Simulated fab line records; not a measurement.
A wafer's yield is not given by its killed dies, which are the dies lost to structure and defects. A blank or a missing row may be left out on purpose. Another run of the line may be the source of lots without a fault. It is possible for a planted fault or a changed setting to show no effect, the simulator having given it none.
Comparing a struck lot with a sound one    flow ritCmos    14 out of 202 route steps
Sound: these wafers, L878.1, L878.4, L878.6. Wafers struck: L885.1, L885.3, L885.4. The cause is named last.
For every step that has rows: the tool of each side, followed by ch and its chambers, followed by its first start. Under that, the readings that differ: sound wafers    struck wafers    difference of the means    sigmas: that difference in standard deviations of wafers without a fault.
alike: words and numbers the same on both sides, and readings whose means are apart by under 2 such deviations; not compared: readings that were withheld, readings missing a value for some wafer, numbers with overlapping values and no deviation given by the record, and bounds like >300 which may hide the same value.
Wherever a step has rows on one side only, a row that says differs or no value, or a row with sigmas, the two part there. Non-overlapping numbers with no deviation appear without sigmas and do not part them. A reading that every wafer of one side lacks parts them only if that side has two wafers or more.

first, 1 step without rows for these wafers: RIT_NSD_IMPLANT_08.
RIT_NSD_STRIP_09: strips in O2, time 180 s.
  sound on plasmaAsher-02 ch 0,1, day 3 05:15; struck on plasmaAsher-02 ch 0,1, day 4 15:58
  alike: chamberPressureMTorr, drypumpMotorCurrentA
  not compared: rfHoursCounterH
RIT_NSD_TW_MEAS_10:
  struck on filmMetro-04, day 4 16:08; sound on filmMetro-03, day 3 05:26
reading  sound           struck          difference  sigmas
NSD_TW   3097 3086 3095  3154 3139 3120  +45         +3
then, 6 steps without rows for these wafers: RIT_PSD_HMDS_00 (prime time 60 s); RIT_PSD_COAT_01 (resist thk 1000 nm); RIT_PSD_SOFTBAKE_02 (time 60 s); RIT_PSD_EXPOSE_03 (exposes mask M10, target cd 40900 nm); RIT_PSD_PEB_04; RIT_PSD_DEVELOP_05 (develop time 50 s).
RIT_PSD_OVL_MEAS_06:
  struck on overlay-02, day 4 17:03; sound on overlay-02, day 3 06:20
  alike: PSD_OVL
then, 2 steps without rows for these wafers: RIT_PSD_HARDBAKE_07 (time 60 s); RIT_PSD_IMPLANT_08.
RIT_PSD_STRIP_09: strips in O2, time 180 s.
  sound on plasmaAsher-01 ch 0,1, day 3 06:40; struck on plasmaAsher-01 ch 0,1, day 4 17:23
  no value came back on the struck wafers for chamberPressureMTorr (mTorr), drypumpMotorCurrentA (A); on the sound wafers chamberPressureMTorr (mTorr) reads 4001 4004 3998
reading                                  sound  struck             difference  sigmas
model.NOVOLAK_of_PSD_COAT_01.thkNm (nm)  0 0 0  888.6 886.7 887.2  +887.5      
  not compared: rfHoursCounterH
RIT_PSD_TW_MEAS_10:
  struck on filmMetro-04, day 4 17:34; sound on filmMetro-04, day 3 06:51
  alike: PSD_TW

## WHERE THEY PART
First at RIT_NSD_TW_MEAS_10; last, within this record, at RIT_PSD_STRIP_09. Later steps at which nothing parts them and some readings are alike: RIT_PSD_TW_MEAS_10.

WHY: the cause the simulator had injected
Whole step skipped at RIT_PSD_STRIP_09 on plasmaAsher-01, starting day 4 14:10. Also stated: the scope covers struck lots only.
